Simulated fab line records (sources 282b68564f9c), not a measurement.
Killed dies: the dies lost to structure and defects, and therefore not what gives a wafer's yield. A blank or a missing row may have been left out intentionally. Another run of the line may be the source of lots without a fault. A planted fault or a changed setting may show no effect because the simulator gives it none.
fab line records :: flow rit-cmos
record:
  lots: 6
  wafers: 18
  last-day: 7
route steps=202 shown ACTIVE@1 M1@202
lots with no fault: from the same line, run without faults
start-h: start of the lot's first displayed wafer, in hours after the record's first day :: wait-h: hours since the lot's step before :: " unchanged from the row above :: L1.1+2: one row covering several wafers at once :: - either no value or no given start :: * or withheld: withheld :: < > ~ a bound
route shown NAME@n: NAME is a module with steps in the file, n the number in the route of the first one :: usual: mean/standard deviation taken from wafers without a fault :: same: alike in all rows :: chamber/n: place in a boat :: sites: each site's reading :: _std_site: standard deviation across them :: _edge_site: inner sites' mean taken away from outer sites' mean :: radius-mm: for every site, how far away it sits from the centre of the wafer :: mask NAME#n: copy n :: behind: the most recent tool/chamber to have shaped the wafer :: hold: why the lot went on hold/how many hours it stayed there/how the hold came to an end :: device: the n, p or np transistor that did not switch :: end of line: at the end of the route, the tests of the same wafers :: for a step that has no rows: nothing shown but its recipe :: killed: dies that structure and defects cost at the first sort, which is not the same as the wafer's yield :: map: per-die view of a wafer (x killed, . not killed, _ where there is no die)
set.NAME: the setting the step ran with; set.NAME@STEP: the setting that earlier step ran with :: model.NAME: the simulator's own value behind a step, which no gauge read
lots at selected steps of the route; one table per step, one row per wafer
services: the hour from which a tool's chamber was out of use, counted from the record's first day as start-h (under 0 if before that day), plus the number of hours and why
== steps ==
step: RIT_ACTIVE_BOW_MEAS_00
recipe:
  mode: bow
usual:
  INCOMING_BOW: 1/6.3
lot.wafer: L787.2
tool: film-metro-02
chamber: -
start-h: 25.02
wait-h: -
INCOMING_BOW[um]: 3

lot.wafer: L787.3
tool: film-metro-02
chamber: -
start-h: 25.02
wait-h: -
INCOMING_BOW[um]: -7

lot.wafer: L787.5
tool: film-metro-02
chamber: -
start-h: 25.02
wait-h: -
INCOMING_BOW[um]: 0

lot.wafer: L788.1
tool: film-metro-04
chamber: -
start-h: 30.00
wait-h: -
INCOMING_BOW[um]: -2

lot.wafer: L788.2
tool: film-metro-04
chamber: -
start-h: 30.00
wait-h: -
INCOMING_BOW[um]: 7

lot.wafer: L788.5
tool: film-metro-04
chamber: -
start-h: 30.00
wait-h: -
INCOMING_BOW[um]: -5

lot.wafer: L796.4
tool: film-metro-03
chamber: -
start-h: 70.06
wait-h: -
INCOMING_BOW[um]: -2

lot.wafer: L796.5
tool: film-metro-03
chamber: -
start-h: 70.06
wait-h: -
INCOMING_BOW[um]: -7

lot.wafer: L796.6
tool: film-metro-03
chamber: -
start-h: 70.06
wait-h: -
INCOMING_BOW[um]: 3

lot.wafer: L798.1
tool: film-metro-03
chamber: -
start-h: 80.00
wait-h: -
INCOMING_BOW[um]: -9

lot.wafer: L798.3
tool: film-metro-03
chamber: -
start-h: 80.00
wait-h: -
INCOMING_BOW[um]: 0

lot.wafer: L798.5
tool: film-metro-03
chamber: -
start-h: 80.00
wait-h: -
INCOMING_BOW[um]: -9

lot.wafer: L806.1
tool: film-metro-03
chamber: -
start-h: 120.00
wait-h: -
INCOMING_BOW[um]: 5

lot.wafer: L806.5
tool: film-metro-03
chamber: -
start-h: 120.00
wait-h: -
INCOMING_BOW[um]: -10

lot.wafer: L806.6
tool: film-metro-03
chamber: -
start-h: 120.00
wait-h: -
INCOMING_BOW[um]: -2

lot.wafer: L807.3
tool: film-metro-02
chamber: -
start-h: 125.04
wait-h: -
INCOMING_BOW[um]: -9

lot.wafer: L807.4
tool: film-metro-02
chamber: -
start-h: 125.04
wait-h: -
INCOMING_BOW[um]: 6

lot.wafer: L807.5
tool: film-metro-02
chamber: -
start-h: 125.04
wait-h: -
INCOMING_BOW[um]: 14
step: RIT_ACTIVE_OXIDATION_01
recipe:
  temp-c: 1000
  ambient: O2
  target-thk-a: 468
  ox-time-s: 3360
step: RIT_ACTIVE_THK_MEAS_02
recipe:
  reads: SiO2_of_ACTIVE_OXIDATION_01
usual:
  ACTIVE_OXIDE_THK: 47.1/0.88
lot.wafer: L787.2
tool: film-metro-02
chamber: -
start-h: 29.51
wait-h: 0.0
ACTIVE_OXIDE_THK[nm]: 48.7

lot.wafer: L787.3
tool: film-metro-02
chamber: -
start-h: 29.51
wait-h: 0.0
ACTIVE_OXIDE_THK[nm]: 48.3

lot.wafer: L787.5
tool: film-metro-02
chamber: -
start-h: 29.51
wait-h: 0.0
ACTIVE_OXIDE_THK[nm]: 48.8

lot.wafer: L788.1
tool: film-metro-02
chamber: -
start-h: 32.99
wait-h: 0.0
ACTIVE_OXIDE_THK[nm]: 48.8

lot.wafer: L788.2
tool: film-metro-02
chamber: -
start-h: 32.99
wait-h: 0.0
ACTIVE_OXIDE_THK[nm]: 47.8

lot.wafer: L788.5
tool: film-metro-02
chamber: -
start-h: 32.99
wait-h: 0.0
ACTIVE_OXIDE_THK[nm]: 47.4

lot.wafer: L796.4
tool: film-metro-03
chamber: -
start-h: 72.83
wait-h: 0.0
ACTIVE_OXIDE_THK[nm]: 47.2

lot.wafer: L796.5
tool: film-metro-03
chamber: -
start-h: 72.83
wait-h: 0.0
ACTIVE_OXIDE_THK[nm]: 45.9

lot.wafer: L796.6
tool: film-metro-03
chamber: -
start-h: 72.83
wait-h: 0.0
ACTIVE_OXIDE_THK[nm]: 46.5

lot.wafer: L798.1
tool: film-metro-03
chamber: -
start-h: 84.19
wait-h: 0.0
ACTIVE_OXIDE_THK[nm]: 45.9

lot.wafer: L798.3
tool: film-metro-03
chamber: -
start-h: 84.19
wait-h: 0.0
ACTIVE_OXIDE_THK[nm]: 44.8

lot.wafer: L798.5
tool: film-metro-03
chamber: -
start-h: 84.19
wait-h: 0.0
ACTIVE_OXIDE_THK[nm]: 43.9

lot.wafer: L806.1
tool: film-metro-03
chamber: -
start-h: 122.46
wait-h: 0.0
ACTIVE_OXIDE_THK[nm]: 46.9

lot.wafer: L806.5
tool: film-metro-03
chamber: -
start-h: 122.46
wait-h: 0.0
ACTIVE_OXIDE_THK[nm]: 46.6

lot.wafer: L806.6
tool: film-metro-03
chamber: -
start-h: 122.46
wait-h: 0.0
ACTIVE_OXIDE_THK[nm]: 47.2

lot.wafer: L807.3
tool: film-metro-02
chamber: -
start-h: 127.21
wait-h: 0.0
ACTIVE_OXIDE_THK[nm]: 46.9

lot.wafer: L807.4
tool: film-metro-02
chamber: -
start-h: 127.21
wait-h: 0.0
ACTIVE_OXIDE_THK[nm]: 47.2

lot.wafer: L807.5
tool: film-metro-02
chamber: -
start-h: 127.21
wait-h: 0.0
ACTIVE_OXIDE_THK[nm]: 46.8
step: RIT_ACTIVE_CVD_03
recipe:
  material: Si3N4
  target-thk-nm: 150
  temp-c: 810
  precursor: SiH2Cl2/NH3
  time-s: 1500
  pressure-mtorr: 300
  sih2cl2-flow-sccm: 60
  nh3-flow-sccm: 150
step: RIT_ACTIVE_THK_MEAS_04
recipe:
  reads: Si3N4_of_ACTIVE_CVD_03
usual:
  ACTIVE_NITRIDE_THK: 149.9/1.4
lot.wafer: L787.2
tool: film-metro-02
chamber: -
start-h: 30.98
wait-h: 0.0
ACTIVE_NITRIDE_THK[nm]: 147.6

lot.wafer: L787.3
tool: film-metro-02
chamber: -
start-h: 30.98
wait-h: 0.0
ACTIVE_NITRIDE_THK[nm]: 147.8

lot.wafer: L787.5
tool: film-metro-02
chamber: -
start-h: 30.98
wait-h: 0.0
ACTIVE_NITRIDE_THK[nm]: 148.3

lot.wafer: L788.1
tool: film-metro-02
chamber: -
start-h: 34.47
wait-h: 0.0
ACTIVE_NITRIDE_THK[nm]: 151.3

lot.wafer: L788.2
tool: film-metro-02
chamber: -
start-h: 34.47
wait-h: 0.0
ACTIVE_NITRIDE_THK[nm]: 150.0

lot.wafer: L788.5
tool: film-metro-02
chamber: -
start-h: 34.47
wait-h: 0.0
ACTIVE_NITRIDE_THK[nm]: 150.0

lot.wafer: L796.4
tool: film-metro-03
chamber: -
start-h: 74.31
wait-h: 0.0
ACTIVE_NITRIDE_THK[nm]: 150.2

lot.wafer: L796.5
tool: film-metro-03
chamber: -
start-h: 74.31
wait-h: 0.0
ACTIVE_NITRIDE_THK[nm]: 150.3

lot.wafer: L796.6
tool: film-metro-03
chamber: -
start-h: 74.31
wait-h: 0.0
ACTIVE_NITRIDE_THK[nm]: 150.5

lot.wafer: L798.1
tool: film-metro-04
chamber: -
start-h: 85.67
wait-h: 0.0
ACTIVE_NITRIDE_THK[nm]: 150.2

lot.wafer: L798.3
tool: film-metro-04
chamber: -
start-h: 85.67
wait-h: 0.0
ACTIVE_NITRIDE_THK[nm]: 149.0

lot.wafer: L798.5
tool: film-metro-04
chamber: -
start-h: 85.67
wait-h: 0.0
ACTIVE_NITRIDE_THK[nm]: 149.8

lot.wafer: L806.1
tool: film-metro-02
chamber: -
start-h: 123.93
wait-h: 0.0
ACTIVE_NITRIDE_THK[nm]: 150.1

lot.wafer: L806.5
tool: film-metro-02
chamber: -
start-h: 123.93
wait-h: 0.0
ACTIVE_NITRIDE_THK[nm]: 152.5

lot.wafer: L806.6
tool: film-metro-02
chamber: -
start-h: 123.93
wait-h: 0.0
ACTIVE_NITRIDE_THK[nm]: 151.2

lot.wafer: L807.3
tool: film-metro-04
chamber: -
start-h: 128.69
wait-h: 0.0
ACTIVE_NITRIDE_THK[nm]: 149.5

lot.wafer: L807.4
tool: film-metro-04
chamber: -
start-h: 128.69
wait-h: 0.0
ACTIVE_NITRIDE_THK[nm]: 148.5

lot.wafer: L807.5
tool: film-metro-04
chamber: -
start-h: 128.69
wait-h: 0.0
ACTIVE_NITRIDE_THK[nm]: 149.1
step: RIT_ACTIVE_HMDS_05
recipe:
  prime-time-s: 60
  prime-temp-c: 140
step: RIT_ACTIVE_COAT_06
recipe:
  resist: NOVOLAK
  spin-rpm: 3250
  resist-thk-nm: 1000
step: RIT_ACTIVE_SOFTBAKE_07
recipe:
  resist: NOVOLAK
  temp-c: 90
  time-s: 60
usual:
  heater-power-total-W: 34.56/0.052
  plate-temp-C: 89.99/0.14
  resist-line-temp-C: 22.98/0.1
lot.wafer: L787.2
tool: litho-track-01
chamber: 0
start-h: 31.36
wait-h: 0.1
heater-power-total-W: 34.49
plate-temp-C: 89.94
resist-line-temp-C: 23.08
model.NOVOLAK_of_ACTIVE_COAT_06.thk-nm: 999.8

lot.wafer: L787.3
tool: litho-track-01
chamber: 0
start-h: 31.36
wait-h: 0.1
heater-power-total-W: 34.54
plate-temp-C: 90.11
resist-line-temp-C: 22.95
model.NOVOLAK_of_ACTIVE_COAT_06.thk-nm: 1001

lot.wafer: L787.5
tool: litho-track-01
chamber: 0
start-h: 31.36
wait-h: 0.1
heater-power-total-W: 34.49
plate-temp-C: 89.93
resist-line-temp-C: 22.99
model.NOVOLAK_of_ACTIVE_COAT_06.thk-nm: 1002

lot.wafer: L788.1
tool: litho-track-04
chamber: 0
start-h: 34.83
wait-h: 0.1
heater-power-total-W: 34.52
plate-temp-C: 89.89
resist-line-temp-C: 23.04
model.NOVOLAK_of_ACTIVE_COAT_06.thk-nm: 1001

lot.wafer: L788.2
tool: litho-track-04
chamber: 0
start-h: 34.83
wait-h: 0.1
heater-power-total-W: 34.62
plate-temp-C: 90.07
resist-line-temp-C: 22.94
model.NOVOLAK_of_ACTIVE_COAT_06.thk-nm: 998.6

lot.wafer: L788.5
tool: litho-track-04
chamber: 0
start-h: 34.83
wait-h: 0.1
heater-power-total-W: 34.59
plate-temp-C: 89.98
resist-line-temp-C: 23.02
model.NOVOLAK_of_ACTIVE_COAT_06.thk-nm: 997.9

lot.wafer: L796.4
tool: litho-track-01
chamber: 0
start-h: 74.71
wait-h: 0.1
heater-power-total-W: 36.26
plate-temp-C: 93.25
resist-line-temp-C: 22.94
model.NOVOLAK_of_ACTIVE_COAT_06.thk-nm: 998.5

lot.wafer: L796.5
tool: litho-track-01
chamber: 0
start-h: 74.71
wait-h: 0.1
heater-power-total-W: 36.27
plate-temp-C: 93.14
resist-line-temp-C: 23.03
model.NOVOLAK_of_ACTIVE_COAT_06.thk-nm: 1004

lot.wafer: L796.6
tool: litho-track-01
chamber: 0
start-h: 74.71
wait-h: 0.1
heater-power-total-W: 36.16
plate-temp-C: 93.03
resist-line-temp-C: 22.99
model.NOVOLAK_of_ACTIVE_COAT_06.thk-nm: 998.3

lot.wafer: L798.1
tool: litho-track-01
chamber: 0
start-h: 86.03
wait-h: 0.1
heater-power-total-W: 36.10
plate-temp-C: 93.25
resist-line-temp-C: 22.88
model.NOVOLAK_of_ACTIVE_COAT_06.thk-nm: 993.2

lot.wafer: L798.3
tool: litho-track-01
chamber: 0
start-h: 86.03
wait-h: 0.1
heater-power-total-W: 36.30
plate-temp-C: 93.30
resist-line-temp-C: 23.10
model.NOVOLAK_of_ACTIVE_COAT_06.thk-nm: 993.9

lot.wafer: L798.5
tool: litho-track-01
chamber: 0
start-h: 86.03
wait-h: 0.1
heater-power-total-W: 36.21
plate-temp-C: 93.28
resist-line-temp-C: 22.97
model.NOVOLAK_of_ACTIVE_COAT_06.thk-nm: 994.1

lot.wafer: L806.1
tool: litho-track-03
chamber: 0
start-h: 124.29
wait-h: 0.1
heater-power-total-W: 34.57
plate-temp-C: 90.04
resist-line-temp-C: 22.82
model.NOVOLAK_of_ACTIVE_COAT_06.thk-nm: 995.4

lot.wafer: L806.5
tool: litho-track-03
chamber: 0
start-h: 124.29
wait-h: 0.1
heater-power-total-W: 34.60
plate-temp-C: 90.13
resist-line-temp-C: 22.95
model.NOVOLAK_of_ACTIVE_COAT_06.thk-nm: 998.8

lot.wafer: L806.6
tool: litho-track-03
chamber: 0
start-h: 124.29
wait-h: 0.1
heater-power-total-W: 34.61
plate-temp-C: 90.09
resist-line-temp-C: 23.03
model.NOVOLAK_of_ACTIVE_COAT_06.thk-nm: 998.4

lot.wafer: L807.3
tool: litho-track-03
chamber: 0
start-h: 129.08
wait-h: 0.1
heater-power-total-W: 34.63
plate-temp-C: 90.01
resist-line-temp-C: 22.83
model.NOVOLAK_of_ACTIVE_COAT_06.thk-nm: 1000

lot.wafer: L807.4
tool: litho-track-03
chamber: 0
start-h: 129.08
wait-h: 0.1
heater-power-total-W: 34.55
plate-temp-C: 90.07
resist-line-temp-C: 22.88
model.NOVOLAK_of_ACTIVE_COAT_06.thk-nm: 1001

lot.wafer: L807.5
tool: litho-track-03
chamber: 0
start-h: 129.08
wait-h: 0.1
heater-power-total-W: 34.54
plate-temp-C: 89.83
resist-line-temp-C: 22.89
model.NOVOLAK_of_ACTIVE_COAT_06.thk-nm: 1003
step: RIT_ACTIVE_EXPOSE_08
recipe:
  mask-id: M1
  na: 0.6
  source-shape: conventional
  sigma-outer: 0.6
  target-cd-nm: 1400
  dose-mj: 225
step: RIT_ACTIVE_PEB_09
recipe:
  resist: NOVOLAK
  temp-c: withheld
  time-s: withheld
step: RIT_ACTIVE_DEVELOP_10
recipe:
  resist: NOVOLAK
  develop-time-s: 50
  dev-temp-c: 23
usual:
  resist-line-temp-C: 23.00/0.096
lot.wafer: L787.2
tool: litho-track-03
chamber: 0
start-h: -
wait-h: -
resist-line-temp-C: 23.14
model.NOVOLAK_of_ACTIVE_COAT_06.thk-nm: 999.5

lot.wafer: L787.3
tool: litho-track-03
chamber: 0
start-h: -
wait-h: -
resist-line-temp-C: 23.18
model.NOVOLAK_of_ACTIVE_COAT_06.thk-nm: 1001

lot.wafer: L787.5
tool: litho-track-03
chamber: 0
start-h: -
wait-h: -
resist-line-temp-C: 23.29
model.NOVOLAK_of_ACTIVE_COAT_06.thk-nm: 1001

lot.wafer: L788.1
tool: litho-track-01
chamber: 0
start-h: -
wait-h: -
resist-line-temp-C: 22.94
model.NOVOLAK_of_ACTIVE_COAT_06.thk-nm: 1001

lot.wafer: L788.2
tool: litho-track-01
chamber: 0
start-h: -
wait-h: -
resist-line-temp-C: 22.99
model.NOVOLAK_of_ACTIVE_COAT_06.thk-nm: 998.3

lot.wafer: L788.5
tool: litho-track-01
chamber: 0
start-h: -
wait-h: -
resist-line-temp-C: 22.95
model.NOVOLAK_of_ACTIVE_COAT_06.thk-nm: 997.5

lot.wafer: L796.4
tool: litho-track-04
chamber: 0
start-h: -
wait-h: -
resist-line-temp-C: 23.05
model.NOVOLAK_of_ACTIVE_COAT_06.thk-nm: 998.1

lot.wafer: L796.5
tool: litho-track-04
chamber: 0
start-h: -
wait-h: -
resist-line-temp-C: 23.16
model.NOVOLAK_of_ACTIVE_COAT_06.thk-nm: 1004

lot.wafer: L796.6
tool: litho-track-04
chamber: 0
start-h: -
wait-h: -
resist-line-temp-C: 22.98
model.NOVOLAK_of_ACTIVE_COAT_06.thk-nm: 997.9

lot.wafer: L798.1
tool: litho-track-01
chamber: 0
start-h: -
wait-h: -
resist-line-temp-C: 23.06
model.NOVOLAK_of_ACTIVE_COAT_06.thk-nm: 992.8

lot.wafer: L798.3
tool: litho-track-01
chamber: 0
start-h: -
wait-h: -
resist-line-temp-C: 22.99
model.NOVOLAK_of_ACTIVE_COAT_06.thk-nm: 993.6

lot.wafer: L798.5
tool: litho-track-01
chamber: 0
start-h: -
wait-h: -
resist-line-temp-C: 23.01
model.NOVOLAK_of_ACTIVE_COAT_06.thk-nm: 993.8

lot.wafer: L806.1
tool: litho-track-04
chamber: 0
start-h: -
wait-h: -
resist-line-temp-C: 22.96
model.NOVOLAK_of_ACTIVE_COAT_06.thk-nm: 995.1

lot.wafer: L806.5
tool: litho-track-04
chamber: 0
start-h: -
wait-h: -
resist-line-temp-C: 23.03
model.NOVOLAK_of_ACTIVE_COAT_06.thk-nm: 998.5

lot.wafer: L806.6
tool: litho-track-04
chamber: 0
start-h: -
wait-h: -
resist-line-temp-C: 23.09
model.NOVOLAK_of_ACTIVE_COAT_06.thk-nm: 998.1

lot.wafer: L807.3
tool: litho-track-01
chamber: 0
start-h: -
wait-h: -
resist-line-temp-C: 23.00
model.NOVOLAK_of_ACTIVE_COAT_06.thk-nm: 999.8

lot.wafer: L807.4
tool: litho-track-01
chamber: 0
start-h: -
wait-h: -
resist-line-temp-C: 23.06
model.NOVOLAK_of_ACTIVE_COAT_06.thk-nm: 1001

lot.wafer: L807.5
tool: litho-track-01
chamber: 0
start-h: -
wait-h: -
resist-line-temp-C: 23.12
model.NOVOLAK_of_ACTIVE_COAT_06.thk-nm: 1002
step: RIT_ACTIVE_CD_MEAS_11
recipe:
  target-cd-nm: 1400
usual:
  cd-nm: 1400.2/2.4
lot.wafer: L787.2
tool: cd-sem-02
chamber: -
start-h: 32.09
wait-h: -
cd-nm: 1400.8

lot.wafer: L787.3
tool: cd-sem-02
chamber: -
start-h: 32.09
wait-h: -
cd-nm: 1400.1

lot.wafer: L787.5
tool: cd-sem-02
chamber: -
start-h: 32.09
wait-h: -
cd-nm: 1399.4

lot.wafer: L788.1
tool: cd-sem-01
chamber: -
start-h: 35.51
wait-h: -
cd-nm: 1395.2

lot.wafer: L788.2
tool: cd-sem-01
chamber: -
start-h: 35.51
wait-h: -
cd-nm: 1397.0

lot.wafer: L788.5
tool: cd-sem-01
chamber: -
start-h: 35.51
wait-h: -
cd-nm: 1397.6

lot.wafer: L796.4
tool: cd-sem-01
chamber: -
start-h: 75.44
wait-h: -
cd-nm: 1398.5

lot.wafer: L796.5
tool: cd-sem-01
chamber: -
start-h: 75.44
wait-h: -
cd-nm: 1399.4

lot.wafer: L796.6
tool: cd-sem-01
chamber: -
start-h: 75.44
wait-h: -
cd-nm: 1400.4

lot.wafer: L798.1
tool: cd-sem-02
chamber: -
start-h: 86.58
wait-h: -
cd-nm: 1405.8

lot.wafer: L798.3
tool: cd-sem-02
chamber: -
start-h: 86.58
wait-h: -
cd-nm: 1404.6

lot.wafer: L798.5
tool: cd-sem-02
chamber: -
start-h: 86.58
wait-h: -
cd-nm: 1403.4

lot.wafer: L806.1
tool: cd-sem-01
chamber: -
start-h: 124.97
wait-h: -
cd-nm: 1399.4

lot.wafer: L806.5
tool: cd-sem-01
chamber: -
start-h: 124.97
wait-h: -
cd-nm: 1403.7

lot.wafer: L806.6
tool: cd-sem-01
chamber: -
start-h: 124.97
wait-h: -
cd-nm: 1399.4

lot.wafer: L807.3
tool: cd-sem-01
chamber: -
start-h: 129.74
wait-h: -
cd-nm: 1398.9

lot.wafer: L807.4
tool: cd-sem-01
chamber: -
start-h: 129.74
wait-h: -
cd-nm: 1399.6

lot.wafer: L807.5
tool: cd-sem-01
chamber: -
start-h: 129.74
wait-h: -
cd-nm: 1400.4
step: RIT_M1_PROBE_99
usual:
  killed-at-contacts: 0.1/0.34
  killed-at-front-end: 7.0/2.9
  killed-dies: 7.2/2.9
  killed-open: 3.6/1.9
  killed-short: 3.5/2.1
same:
  gross-dies: 264
  killed_at_M0_to_M3: 0
  killed_at_M4_up: 0
  killed-at-back-side: 0
  killed-at-other: 0
lot.wafer: L787.2
tool: prober-01
chamber: -
start-h: 77.05
wait-h: 0.1
killed-at-contacts: 0
killed-at-front-end: 5
killed-dies: 5
killed-open: 3
killed-short: 1

lot.wafer: L787.3
tool: prober-01
chamber: -
start-h: 77.10
wait-h: 0.2
killed-at-contacts: 0
killed-at-front-end: 3
killed-dies: 3
killed-open: 2
killed-short: 1

lot.wafer: L787.5
tool: prober-01
chamber: -
start-h: 77.20
wait-h: 0.2
killed-at-contacts: 0
killed-at-front-end: 11
killed-dies: 11
killed-open: 4
killed-short: 7

lot.wafer: L788.1
tool: prober-01
chamber: -
start-h: 81.88
wait-h: 0.1
killed-at-contacts: 0
killed-at-front-end: 4
killed-dies: 4
killed-open: 2
killed-short: 2

lot.wafer: L788.2
tool: prober-01
chamber: -
start-h: 81.93
wait-h: 0.1
killed-at-contacts: 0
killed-at-front-end: 5
killed-dies: 5
killed-open: 3
killed-short: 2

lot.wafer: L788.5
tool: prober-01
chamber: -
start-h: 82.08
wait-h: 0.2
killed-at-contacts: 0
killed-at-front-end: 12
killed-dies: 12
killed-open: 6
killed-short: 6

lot.wafer: L796.4
tool: prober-01
chamber: -
start-h: 124.36
wait-h: 0.2
killed-at-contacts: 0
killed-at-front-end: 9
killed-dies: 9
killed-open: 7
killed-short: 2

lot.wafer: L796.5
tool: prober-01
chamber: -
start-h: 124.41
wait-h: 0.2
killed-at-contacts: 1
killed-at-front-end: 8
killed-dies: 9
killed-open: 8
killed-short: 1

lot.wafer: L796.6
tool: prober-01
chamber: -
start-h: 124.46
wait-h: 0.2
killed-at-contacts: 0
killed-at-front-end: 3
killed-dies: 3
killed-open: 0
killed-short: 3

lot.wafer: L798.1
tool: prober-02
chamber: -
start-h: 132.72
wait-h: 0.1
killed-at-contacts: 0
killed-at-front-end: 14
killed-dies: 14
killed-open: 4
killed-short: 9

lot.wafer: L798.3
tool: prober-02
chamber: -
start-h: 132.82
wait-h: 0.2
killed-at-contacts: 0
killed-at-front-end: 8
killed-dies: 8
killed-open: 3
killed-short: 5

lot.wafer: L798.5
tool: prober-02
chamber: -
start-h: 132.92
wait-h: 0.2
killed-at-contacts: 0
killed-at-front-end: 6
killed-dies: 6
killed-open: 2
killed-short: 4

lot.wafer: L806.1
tool: prober-01
chamber: -
start-h: 169.36
wait-h: 0.1
killed-at-contacts: 0
killed-at-front-end: 9
killed-dies: 9
killed-open: 7
killed-short: 2

lot.wafer: L806.5
tool: prober-01
chamber: -
start-h: 169.56
wait-h: 0.2
killed-at-contacts: 0
killed-at-front-end: 7
killed-dies: 7
killed-open: 4
killed-short: 3

lot.wafer: L806.6
tool: prober-01
chamber: -
start-h: 169.61
wait-h: 0.2
killed-at-contacts: 1
killed-at-front-end: 7
killed-dies: 8
killed-open: 4
killed-short: 3

lot.wafer: L807.3
tool: prober-02
chamber: -
start-h: 175.78
wait-h: 0.2
killed-at-contacts: 0
killed-at-front-end: 12
killed-dies: 12
killed-open: 4
killed-short: 8

lot.wafer: L807.4
tool: prober-02
chamber: -
start-h: 175.83
wait-h: 0.2
killed-at-contacts: 0
killed-at-front-end: 3
killed-dies: 3
killed-open: 1
killed-short: 2

lot.wafer: L807.5
tool: prober-02
chamber: -
start-h: 175.88
wait-h: 0.2
killed-at-contacts: 0
killed-at-front-end: 7
killed-dies: 7
killed-open: 4
killed-short: 3
killed by level:class
L787.2 GATE:geometric-particle:open=1 REOX:geometric-particle:open=1 SPACER:geometric-particle:open=1 SPACER:geometric-particle:short=1 PLDD:coat-microbubble-printed=1
L787.3 FOX2:geometric-particle:open=1 SPACER:geometric-particle:short=1 SILICIDE:geometric-particle:open=1
L787.5 SPACER:geometric-particle:open=3 FOX1:geometric-particle:short=2 SPACER:geometric-particle:short=2 GATE:geometric-particle:short=1 REOX:geometric-particle:short=1 SILICIDE:geometric-particle:short=1 SILICIDE:geometric-particle:open=1
L788.1 REOX:geometric-particle:short=2 REOX:geometric-particle:open=2
L788.2 FOX1:geometric-particle:short=2 GATE:geometric-particle:open=1 REOX:geometric-particle:open=1 SILICIDE:geometric-particle:open=1
L788.5 GATE:geometric-particle:open=5 GATE:geometric-particle:short=3 REOX:geometric-particle:short=2 SILICIDE:geometric-particle:open=1 SILICIDE:geometric-particle:short=1
L796.4 GATE:geometric-particle:open=2 ACTIVE:geometric-particle:open=1 FOX1:geometric-particle:open=1 FOX1:geometric-particle:short=1 REOX:geometric-particle:short=1 REOX:geometric-particle:open=1 SPACER:geometric-particle:open=1 SILICIDE:geometric-particle:open=1
L796.5 SPACER:geometric-particle:open=3 FOX1:geometric-particle:open=2 GATE:geometric-particle:open=1 REOX:geometric-particle:short=1 SILICIDE:geometric-particle:open=1 CONTACT:geometric-particle:open=1
L796.6 GATE:geometric-particle:short=3
L798.1 FOX1:geometric-particle:short=3 GATE:geometric-particle:short=3 FOX2:geometric-particle:open=1 FOX2:geometric-particle:short=1 GATE:geometric-particle:open=1 REOX:geometric-particle:short=1 SPACER:geometric-particle:open=1 SILICIDE:geometric-particle:short=1
L798.3 FOX1:geometric-particle:short=3 FOX1:geometric-particle:open=1 GATE:geometric-particle:open=1 REOX:geometric-particle:short=1 REOX:geometric-particle:open=1 SPACER:geometric-particle:short=1
L798.5 FOX1:geometric-particle:short=2 FOX1:geometric-particle:open=1 GATE:geometric-particle:short=1 REOX:geometric-particle:open=1 REOX:geometric-particle:short=1
L806.1 SILICIDE:geometric-particle:open=3 GATE:geometric-particle:open=2 GATE:geometric-particle:short=1 REOX:geometric-particle:open=1 SPACER:geometric-particle:short=1 SPACER:geometric-particle:open=1
L806.5 SILICIDE:geometric-particle:short=2 SILICIDE:geometric-particle:open=2 FOX1:geometric-particle:open=1 FOX2:geometric-particle:open=1 FOX2:geometric-particle:short=1
L806.6 GATE:geometric-particle:short=2 FOX1:geometric-particle:open=1 GATE:geometric-particle:open=1 SILICIDE:geometric-particle:short=1 SILICIDE:geometric-particle:open=1 CONTACT:geometric-particle:open=1 NWELL:coat-microbubble-printed=1
L807.3 GATE:geometric-particle:short=2 REOX:geometric-particle:open=2 SPACER:geometric-particle:short=2 FOX1:geometric-particle:short=1 FOX2:geometric-particle:short=1 FOX2:geometric-particle:open=1 REOX:geometric-particle:short=1 SPACER:geometric-particle:open=1
L807.4 FOX1:geometric-particle:short=1 GATE:geometric-particle:short=1 SPACER:geometric-particle:open=1
L807.5 FOX1:geometric-particle:short=1 FOX2:geometric-particle:open=1 GATE:geometric-particle:short=1 GATE:geometric-particle:open=1 REOX:geometric-particle:open=1 SPACER:geometric-particle:short=1 SPACER:geometric-particle:open=1
== services ==
tool: litho-track-03
chamber: -
start-h: 59.82
hours: -
kind: consumable-replace:filter
== key ==
first-sign:
  step: RIT_ACTIVE_SOFTBAKE_07
  reading: heater-power-total-W
  direction: up
  sigmas: 32
  usual: 34.56
  struck: 36.22
effect:
  step: RIT_ACTIVE_SOFTBAKE_07
  reading: plate-temp-C
  direction: up
  sigmas: 23
  usual: *
  struck: *
model-effect:
  step: RIT_ACTIVE_SOFTBAKE_07
  value: NOVOLAK_of_ACTIVE_COAT_06.thk-nm
  without: 1005
  struck: 997
model-effect:
  step: RIT_ACTIVE_DEVELOP_10
  value: NOVOLAK_of_ACTIVE_COAT_06.thk-nm
  without: 1005
  struck: 996.6
met-at RIT_ACTIVE_SOFTBAKE_07
struck-wafers L796.4,L796.5,L796.6,L798.1,L798.3,L798.5
tester-left-out L796,L798
loop-trim:
  step: RIT_ACTIVE_EXPOSE_08
  setting: dose
  lots: L798
onset-between 31.36 74.71
fault:
  kind: process-parameter-drift
  tool: litho-track-01
  chamber: -
  onset-h: 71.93
  steps: RIT_ACTIVE_SOFTBAKE_07
  channel: temp-c
  offset: *
  shape: step
  end-h: 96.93
  acts-in: *
  stated: *
tester-left-out: of these lots the tester's yield and bins aren't shown, on N5 and GAA mostly nor the transistor test; their killed dies are dies lost to structure and defects alone, not to doping, threshold or leakage, so they don't give the yield
loop-trim: a control loop set the setting to another value than it would have without faults
